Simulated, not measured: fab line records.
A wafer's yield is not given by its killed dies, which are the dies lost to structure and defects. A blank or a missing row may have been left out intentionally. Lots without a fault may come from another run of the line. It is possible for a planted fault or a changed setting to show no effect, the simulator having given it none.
The same fault as seen by 2 desks    flow rit_cmos    numbers are kept per desk, each desk with only its own; the story behind them comes last

== FROM THE METROLOGY DESK ==
What the gauges read for every lot (on any tool): the sampled wafers with a number, averaged. The brackets show how far a lot's mean lies from the usual mean; more than 4 standard deviations puts the lot out of limits, marked OUT.
Columns: A = cd_nm at RIT_ACTIVE_CD_MEAS_11, usual 1400.0 nm; B = NRETRO_TW at RIT_NRETRO_TW_MEAS_10, usual 1040
lot   first seen here  A       B
L117  day 2 01:11      1399.4  1045
L118  day 2 05:46      1403.0  1037
L119  day 2 11:25      1400.4  1038
L120  day 2 15:36      1400.1  1037
L121  day 2 21:13      1397.8  1027
L122  day 3 01:34      1398.3  1058
L123  day 3 06:28      1394.5  1036
L125  day 3 17:50      1403.8  1031
L130  day 4 19:02      1400.3  223 (-58) OUT
L131  day 4 22:28      1399.4  228 (-58) OUT
L132  day 5 04:32      1400.6  1058
L133  day 5 08:57      1400.7  1021
L136  day 5 23:26      1396.2  1049
L137  day 6 04:35      1398.2  1019
This desk's finding: out of limits on L130, L131; first on L130, day 5 13:33 (NRETRO_TW at RIT_NRETRO_TW_MEAS_10). Within limits: L117, L118, L119, L120, L121, L122, L123, L125, L132, L133, L136, L137.

== AT THE TOOL OWNER'S DESK: litho_track-02 ==
The tool's own readings at RIT_NRETRO_DEVELOP_05 (develop time 68 s): means of the sampled wafers that have a number, for each lot that ran on this tool. The brackets show how far a lot's mean lies from the usual mean; more than 4 standard deviations puts the lot out of limits, marked OUT.
Columns: A = developer_temp_C at RIT_NRETRO_DEVELOP_05, usual 23.00 C
lot   first seen here  A
L117  day 2 16:00      22.94
L121  day 3 11:00      22.87
L130  day 5 12:00      23.00
L131  day 5 15:00      23.03
This desk's verdict: no lot among the 4 shows anything out of limits.

== BROUGHT TOGETHER ==
Metrology desk: alarm possible at day 5 13:33 on L130, L131.
Nothing out of limits was seen by the tool owner's desk.
On record at the tool owner's desk: L130, L131, within its limits.
All the named lots went through RIT_NRETRO_DEVELOP_05 on litho_track-02.

== WHAT THE SIMULATOR HAD PUT IN ==
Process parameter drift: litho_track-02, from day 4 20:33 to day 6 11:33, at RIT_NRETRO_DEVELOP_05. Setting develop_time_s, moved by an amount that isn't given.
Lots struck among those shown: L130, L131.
Delay in hours, fault start to first out-of-limits reading, per desk: metrology desk 17.
